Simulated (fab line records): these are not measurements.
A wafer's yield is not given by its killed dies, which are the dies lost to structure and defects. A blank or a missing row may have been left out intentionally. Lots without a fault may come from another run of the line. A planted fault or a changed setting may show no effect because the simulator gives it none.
One fault through the eyes of 2 desks :: flow rit cmos :: each desk has only its own numbers; what lay behind them comes last

## METROLOGY DESK
Lot by lot, what the gauges showed, no matter which tool ran the lot: averages of those sampled wafers that carry a number. A lot is out of limits, marked OUT, if its mean lies more than 4 standard deviations from the usual mean; the brackets give that distance.
Columns: A = FOX1_OXIDE_THK at RIT_FOX1_THK_MEAS_01, usual 345 nm; B = FIELD_OXIDE_LEFT_1_THK at RIT_FOX2_THK_MEAS_90, usual 318 nm; C = PWELL_TW at RIT_PWELL_TW_MEAS_10, usual 948
lot: L771
first seen here: day 1 19:23
A: 341
B: 319
C: 943

lot: L772
first seen here: day 1 23:30
A: 346
B: 317
C: 946

lot: L773
first seen here: day 2 03:52
A: 337
B: 322
C: 943

lot: L774
first seen here: day 2 10:11
A: 344
B: 311
C: 938

lot: L775
first seen here: day 2 13:37
A: 345
B: 317
C: 943

lot: L776
first seen here: day 2 20:33
A: 347
B: 326
C: 967

lot: L777
first seen here: day 3 01:01
A: 352
B: 319
C: 944

lot: L778
first seen here: day 3 05:15
A: 344
B: 325
C: 966

lot: L779
first seen here: day 3 12:37
A: 384 (+6.7) OUT
B: 319
C: 953

lot: L780
first seen here: day 3 17:11
A: 383 (+6.5) OUT
B: 316
C: 950

lot: L789
first seen here: day 5 19:04
A: 350
B: 320
C: 939

lot: L794
first seen here: day 6 14:25
A: 349
B: 319
C: 936

lot: L793
first seen here: day 6 14:26
A: 359
B: 319
C: 938
This desk reports L779, L780 out of limits; the earliest was L779 at day 3 12:37 (FOX1_OXIDE_THK at RIT_FOX1_THK_MEAS_01). Within limits: L771, L772, L773, L774, L775, L776, L777, L778, L789, L794, L793.

## TOOL OWNER'S DESK, furnace-04
The tool's own readings at RIT_FOX1_OXIDATION_00 (target thk 350.7 nm, ox time 1130 s): means of the sampled wafers that have a number, for each lot that ran on this tool. A lot is out of limits, marked OUT, if its mean lies more than 4 standard deviations from the usual mean; the brackets give that distance.
Columns: A = spike tc centre C at RIT_FOX1_OXIDATION_00, usual 1102.1 C; B = spike tc load C at RIT_FOX1_OXIDATION_00, usual 1127.9 C; C = spike tc source C at RIT_FOX1_OXIDATION_00, usual 1125.7 C; D = tube center temp C at RIT_FOX1_OXIDATION_00, usual 1100 C; E = tube_center_temp_C_max at RIT_FOX1_OXIDATION_00, usual 1102.8; F = zone power load pct at RIT_FOX1_OXIDATION_00, usual 47 %; G = zone power source pct at RIT_FOX1_OXIDATION_00, usual 42 %
lot: L772
first seen here: day 1 22:11
A: 1103.7
B: 1128.2
C: 1124.9
D: 1100
E: 1102.8
F: 51
G: 44

lot: L774
first seen here: day 2 08:51
A: 1102.2
B: 1127.9
C: 1125.0
D: 1100
E: 1103.2
F: 52
G: 44

lot: L775
first seen here: day 2 12:18
A: 1102.0
B: 1127.3
C: 1125.7
D: 1100
E: 1102.5
F: 51
G: 44

lot: L776
first seen here: day 2 19:13
A: 1103.6
B: 1127.6
C: 1125.5
D: 1100
E: 1102.9
F: 51
G: 44

lot: L777
first seen here: day 2 23:41
A: 1102.5
B: 1127.6
C: 1125.0
D: 1100
E: 1102.9
F: 51
G: 44

lot: L779
first seen here: day 3 11:18
A: 1126.9 (+25) OUT
B: 1153.4 (+21) OUT
C: 1151.7 (+15) OUT
D: 1125 (+99 or more) OUT
E: 1127.8 (+57) OUT
F: 54
G: 46

lot: L780
first seen here: day 3 15:53
A: 1127.7 (+26) OUT
B: 1152.3 (+20) OUT
C: 1150.2 (+14) OUT
D: 1125 (+99 or more) OUT
E: 1127.9 (+57) OUT
F: 54
G: 47
This desk's finding: out of limits on L779, L780; first on L779, day 3 11:18 (spike tc centre C at RIT_FOX1_OXIDATION_00). Within limits: L772, L774, L775, L776, L777.

## ALL TOGETHER
At day 3 11:18, on L779, L780, the tool owner's desk was in a position to raise an alarm.
On L779, L780, the metrology desk was in a position to raise an alarm at day 3 12:37.
Every lot named ran RIT_FOX1_OXIDATION_00 on furnace-04.

## WHAT THE SIMULATOR HAD PUT IN
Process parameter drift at RIT_FOX1_OXIDATION_00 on furnace-04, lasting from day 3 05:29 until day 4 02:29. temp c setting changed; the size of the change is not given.
Lots struck among those shown: L779, L780.
Fault start to first reading out of limits, in hours, per desk: tool owner, 6; metrology, 7.
